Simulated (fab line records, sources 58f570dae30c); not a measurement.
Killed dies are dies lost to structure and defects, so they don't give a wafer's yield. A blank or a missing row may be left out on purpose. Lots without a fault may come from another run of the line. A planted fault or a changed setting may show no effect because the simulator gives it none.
fab line records | flow berkeley_cmos170
record lots=6 wafers=18 last_day=11
route steps=331 shown GATE@128
lots that met no fault: from a run of the same line without faults
start_h: hours from the record's first day to the start of the lot's first wafer shown | wait_h: hours since the lot's step before | " the same as in the row above | L1.1+2: a row that stands for several wafers | - no value, or no start given | * or withheld: withheld | < > ~ a bound
route shown NAME@n: a module of which the file shows steps, and the number in the route of the first | usual: mean/standard deviation of fault-free wafers | same: alike in all rows | chamber/n: place in a boat | sites: the reading at each site | _std_site: their standard deviation | _edge_site: outer sites' mean less inner sites' | radius_mm: how far each site lies from the wafer's centre | mask NAME#n: copy n | behind: the tool/chamber that last shaped the wafer | hold: why the lot was held/for how many hours/how that ended | device: the transistor (n, p or np) that didn't switch | end of line: the same wafers' tests at the end of the route | a step without rows: its recipe alone | killed: dies lost to structure and defects at the first sort, not the wafer's yield | map: a wafer's dies, x killed, . not, _ none there
set.NAME: the setting as run; set.NAME@STEP: as run at that earlier step | model.NAME: the simulator's own value behind a step, which no gauge read
lots at some steps of the route; a table a step, a row a wafer
services: from which hour (start_h, from the record's first day; less than 0 if before it) a tool's chamber was out of use, for how many hours, and why
## steps
# step UCB170_GATE_THK_MEAS_02
# recipe reads=SiO2_of_GATE_OXIDATION_01
# usual GATE_OXIDE_THK=6.60/0.12
# columns lot.wafer tool chamber start_h wait_h GATE_OXIDE_THK[nm]
L451.1 film_metro-02 - 122.77 0.1 6.56
L451.2 " - " " 6.56
L451.6 " - " " 6.59
L463.2 film_metro-04 - 173.05 0.0 6.49
L463.3 " - " " 6.34
L463.5 " - " " 6.45
L462.3 film_metro-03 - 173.06 0.0 6.60
L462.4 " - " " 6.78
L462.5 " - " " 6.66
L465.3 film_metro-04 - 185.26 0.0 6.54
L465.4 " - " " 6.49
L465.5 " - " " 6.58
L467.1 film_metro-03 - 195.25 0.0 6.44
L467.2 " - " " 6.43
L467.6 " - " " 6.46
L473.3 film_metro-02 - 221.27 0.0 6.56
L473.4 " - " " 6.58
L473.6 " - " " 6.65
# step UCB170_GATE_ANNEAL_03
# recipe temp_c=900 time_s=1800 ambient=N2
# step UCB170_GATE_CVD_04
# recipe material=poly-Si temp_c=610 precursor=SiH4 time_s=1440 pressure_mtorr=375 target_thk_nm=214 sih4_flow_sccm=120
# step UCB170_GATE_THK_MEAS_05
# recipe reads=poly-Si_of_GATE_CVD_04
# usual GATE_POLY_THK=213.3/2.1
# columns lot.wafer tool chamber start_h wait_h GATE_POLY_THK[nm]
L451.1 film_metro-03 - 129.79 0.0 217.9
L451.2 " - " " 218.5
L451.6 " - " " 217.9
L463.2 film_metro-02 - 180.15 0.0 212.5
L463.3 " - " " 211.6
L463.5 " - " " 212.2
L462.3 film_metro-04 - 180.16 0.0 212.5
L462.4 " - " " 210.7
L462.5 " - " " 214.4
L465.3 film_metro-03 - 189.67 0.0 212.2
L465.4 " - " " 213.4
L465.5 " - " " 213.3
L467.1 film_metro-02 - 200.61 0.0 209.8
L467.2 " - " " 210.4
L467.6 " - " " 211.1
L473.3 film_metro-04 - 224.78 0.0 214.9
L473.4 " - " " 214.8
L473.6 " - " " 214.2
# step UCB170_GATE_COAT_06
# recipe resist=BARC temp_c=withheld time_s=withheld spin_rpm=3000 resist_thk_nm=withheld
# step UCB170_GATE_COAT_07
# recipe resist=KrF spin_rpm=1500 resist_thk_nm=900
# step UCB170_GATE_SOFTBAKE_08
# recipe resist=KrF temp_c=130 time_s=60
# step UCB170_GATE_EXPOSE_09
# recipe mask_id=POLY target_cd_nm=350 na=0.5 sigma_outer=0.6 source_shape=conventional dose_mj=21
# step UCB170_GATE_PEB_10
# recipe peb_temp_c=130 peb_time_s=withheld resist=KrF
# step UCB170_GATE_DEVELOP_11
# recipe developer=TMAH develop_time_s=45 resist=KrF dev_temp_c=21
# step UCB170_GATE_CD_MEAS_12
# recipe target_cd_nm=350
# usual cd_nm=350.1/1.3
# columns lot.wafer tool chamber start_h wait_h cd_nm
L451.1 cd_sem-02 - 131.66 - 350.1
L451.2 " - " " 349.9
L451.6 " - " " 350.1
L462.3 cd_sem-01 - 181.68 - 349.6
L462.4 " - " " 350.1
L462.5 " - " " 349.3
L463.2 cd_sem-01 - 181.78 - 349.1
L463.3 " - " " 349.1
L463.5 " - " " 350.4
L465.3 cd_sem-02 - 191.07 - 350.0
L465.4 " - " " 349.2
L465.5 " - " " 349.3
L467.1 cd_sem-01 - 201.59 - 349.1
L467.2 " - " " 347.6
L467.6 " - " " 348.7
L473.3 cd_sem-01 - 226.25 - 351.2
L473.4 " - " " 351.9
L473.6 " - " " 352.8
# step UCB170_GATE_OVL_MEAS_13
# usual GATE_OVL=1/5.3
# columns lot.wafer tool chamber start_h wait_h GATE_OVL[nm]
L451.1 overlay-02 - 131.78 0.1 6
L451.2 " - " " 2
L451.6 " - " " 1
L462.3 overlay-02 - 181.77 0.1 8
L462.4 " - " " 8
L462.5 " - " " 9
L463.2 overlay-01 - 181.89 0.1 -5
L463.3 " - " " 6
L463.5 " - " " -2
L465.3 overlay-02 - 191.17 0.1 3
L465.4 " - " " 12
L465.5 " - " " 1
L467.1 overlay-01 - 201.71 0.1 -3
L467.2 " - " " 5
L467.6 " - " " 0
L473.3 overlay-02 - 226.34 0.1 -3
L473.4 " - " " 2
L473.6 " - " " -3
# step UCB170_GATE_ETCH_14
# recipe chemistry=N2/H2 target_depth_a=withheld overetch_a=withheld target=BARC time_s=withheld source_w=500 bias_w=102.2 pressure_mtorr=30 n2_flow_sccm=100 h2_flow_sccm=200
# usual bias_w=102.22/0.28 chamber_pressure_mTorr=29.999/0.027 drypump_motor_current_A=5.8/0.43 h2_flow_sccm=200.1/0.61 oes_product_au=1.004/0.016 throttle_valve_pct=13.30/0.14
# columns lot.wafer tool chamber start_h wait_h bias_w chamber_pressure_mTorr drypump_motor_current_A h2_flow_sccm oes_product_au throttle_valve_pct
L451.1 rie_diel-03 3 131.82 0.0 102.76 29.969 6.6 199.9 1.017 13.47
L451.2 " 2 " " 102.22 30.006 5.6 201.0 1.027 13.35
L451.6 " 2 " " 102.38 30.011 5.6 200.2 1.029 13.38
L462.3 rie_diel-02 1 181.80 0.0 - - - - - -
L462.4 " 2 " " - - - - - -
L462.5 " 3 " " - - - - - -
L463.2 rie_diel-03 1 181.92 0.0 - - - - - -
L463.3 " 3 " " - - - - - -
L463.5 " 1 " " - - - - - -
L465.3 rie_diel-03 0 191.19 0.0 101.99 29.995 5.3 199.7 0.990 13.28
L465.4 " 3 " " 102.40 30.025 6.5 199.3 0.997 13.45
L465.5 " 0 " " 101.90 30.032 5.3 200.4 0.969 13.28
L467.1 rie_diel-01 3 201.75 0.0 101.82 29.922 5.6 200.0 1.021 13.05
L467.2 " 0 " " 102.13 29.984 5.2 200.7 1.020 13.43
L467.6 " 3 " " 101.70 29.997 5.6 199.4 1.027 13.06
L473.3 rie_diel-03 0 226.36 0.0 102.55 30.022 5.3 200.4 0.987 13.27
L473.4 " 1 " " 102.04 30.028 5.4 200.2 1.017 13.24
L473.6 " 0 " " 102.84 29.998 5.3 200.8 0.979 13.28
# step UCB170_GATE_ETCH_15
# recipe chemistry=HBr/Cl2 target=poly-Si stop_on=SiO2 over_etch_frac=0.3 icp_w=300 bias_w=150 time_s=56.3 pressure_mtorr=15 HBr_flow_sccm=150 Cl2_flow_sccm=50 target_depth_a=2782
# usual HBr_flow_sccm=149.9/0.5 bias_w=150.1/0.46 drypump_motor_current_A=5.4/0.45 oes_product_au=0.825/0.012 throttle_valve_pct=26.50/0.22
# columns lot.wafer tool chamber start_h wait_h HBr_flow_sccm bias_w drypump_motor_current_A oes_product_au rf_hours_counter_h throttle_valve_pct
L451.1 rie_si-01 1 131.86 - 149.3 150.2 5.5 0.827 0 26.51
L451.2 " 2 " " 150.6 150.6 6.4 0.848 86 26.30
L451.6 " 3 " " 149.6 150.1 5.5 0.818 - 26.63
L462.3 rie_si-02 1 181.84 - 150.9 150.0 5.7 0.274 0 26.52
L462.4 " 3 " " 148.8 150.4 4.8 0.280 1 26.90
L462.5 " 0 " " 149.6 150.6 5.3 0.277 - 26.16
L463.2 rie_si-01 0 181.96 - 149.5 149.4 5.1 0.278 94 26.31
L463.3 " 2 " " 150.4 149.8 6.4 0.279 87 26.30
L463.5 " 2 " " 151.1 149.8 6.4 0.270 - 26.30
L465.3 rie_si-02 1 191.23 - 150.5 150.4 5.7 0.808 1 26.54
L465.4 " 0 " " 150.8 149.3 5.3 0.828 78 26.17
L465.5 " 3 " " 150.5 150.5 4.8 0.834 - 26.93
L467.1 rie_si-01 3 201.79 - 149.3 150.0 5.5 0.797 10 26.64
L467.2 " 2 " " 150.1 150.5 6.4 0.822 87 26.31
L467.6 " 3 " " 149.5 150.2 5.5 0.803 - 26.63
L473.3 rie_si-02 3 226.40 - 149.9 149.3 4.8 0.842 1 26.91
L473.4 " 1 " " 150.9 150.2 5.7 0.815 1 26.54
L473.6 " 0 " " 150.0 150.0 5.3 0.828 - 26.15
# step UCB170_GATE_STRIP_16
# recipe chemistry=O2 power_w=400 pressure_mtorr=3500 platen_temp_c=withheld o2_flow_sccm=400 overash_fraction=0.5
# usual drypump_motor_current_A=5.8/0.5 oes_product_au=0.724/0.0044
# same overash_fraction=0.5
# columns lot.wafer tool chamber start_h wait_h drypump_motor_current_A oes_product_au rf_hours_counter_h
L451.1 plasma_asher-03 1 131.91 0.0 5.3 0.728 44
L451.2 " 0 " " 6.4 0.723 44
L451.6 " 1 " " 5.2 0.729 -
L462.3 plasma_asher-02 1 181.92 0.1 5.3 0.721 -
L462.4 " 0 " " 5.7 0.722 -
L462.5 " 0 " " 5.6 0.728 -
L463.2 plasma_asher-03 1 182.01 0.0 5.3 0.724 50
L463.3 " 1 " " 5.3 0.729 -
L463.5 " 0 " " 6.4 0.719 -
L465.3 plasma_asher-03 0 191.31 0.1 6.4 0.731 -
L465.4 " 1 " " 5.3 0.722 -
L465.5 " 0 " " 6.4 0.729 -
L467.1 plasma_asher-01 1 201.84 0.0 5.7 0.720 10
L467.2 " 0 " " 6.4 0.731 10
L467.6 " 1 " " 5.7 0.724 -
L473.3 plasma_asher-02 1 226.49 0.1 5.3 0.724 -
L473.4 " 0 " " 5.6 0.729 -
L473.6 " 1 " " 5.3 0.722 -
# step UCB170_GATE_CD_MEAS_90
# recipe target_cd_nm=350
# usual cd_nm=350.1/1.3
# columns lot.wafer tool chamber start_h wait_h cd_nm
L451.1 cd_sem-02 - 132.04 0.1 348.8
L451.2 " - " " 349.1
L451.6 " - " " 349.9
L462.3 cd_sem-01 - 182.16 0.2 -
L462.4 " - " " -
L462.5 " - " " -
L463.2 cd_sem-02 - 182.19 0.1 -
L463.3 " - " " -
L463.5 " - " " -
L465.3 cd_sem-01 - 191.42 0.1 349.8
L465.4 " - " " 348.4
L465.5 " - " " 349.1
L467.1 cd_sem-02 - 201.94 0.1 348.2
L467.2 " - " " 348.0
L467.6 " - " " 348.6
L473.3 cd_sem-02 - 226.59 0.1 351.2
L473.4 " - " " 352.2
L473.6 " - " " 352.4
# step UCB170_GATE_CLEAN_17
# recipe chemistry=SPM temp_c=120 time_s=600
## services
# columns tool chamber start_h hours kind
plasma_asher-01 - 108.75 9.0 pm
plasma_asher-01 0 108.75 9.0 vent_cycle
plasma_asher-01 1 108.75 9.0 vent_cycle
plasma_asher-01 0 117.75 - clean
plasma_asher-01 1 117.75 - clean
rie_diel-02 - 123.01 2.8 pm
rie_diel-01 2 136.74 2.4 repair
rie_diel-03 - 137.31 2.6 repair
rie_diel-02 - 150.37 14.6 pm
rie_si-02 2 154.93 - clean
rie_si-02 2 154.93 24.7 scheduled_down
rie_si-02 2 154.93 24.7 vent_cycle
rie_si-02 - 176.69 0.2 repair
rie_diel-01 - 211.60 0.9 repair
rie_si-02 - 212.15 0.1 repair
## key
first_sign step=UCB170_GATE_ETCH_14 reading=tool_record direction=missing
effect step=UCB170_GATE_ETCH_15 reading=oes_product_au direction=down sigmas=44 usual=0.825 struck=0.276
effect step=UCB170_GATE_CD_MEAS_90 reading=cd_nm direction=missing
met_at UCB170_GATE_ETCH_14
struck_wafers L462.3,L462.4,L462.5,L463.2,L463.3,L463.5
later_rows_left_out L462.3,L462.4,L462.5,L463.2,L463.3,L463.5
sort_left_out L462.3,L462.4,L462.5,L463.2,L463.3,L463.5
tester_left_out L462,L463
onset_between 131.82 181.80
fault kind=skipped_step_whole tool=rie_diel-02,rie_diel-03 chamber=- onset_h=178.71 steps=UCB170_GATE_ETCH_14 scope=struck_lots_only
# tester_left_out: of these lots the tester's yield and bins aren't shown, on N5 and GAA mostly nor the transistor test; their killed dies are dies lost to structure and defects alone, not to doping, threshold or leakage, so they don't give the yield
# sort_left_out: the simulated sort isn't trusted on such a fault, so these wafers' sort isn't shown, and their yield isn't known
# later_rows_left_out: the simulator's readings of these wafers behind a module that went badly wrong aren't trusted and aren't shown, but for the sort
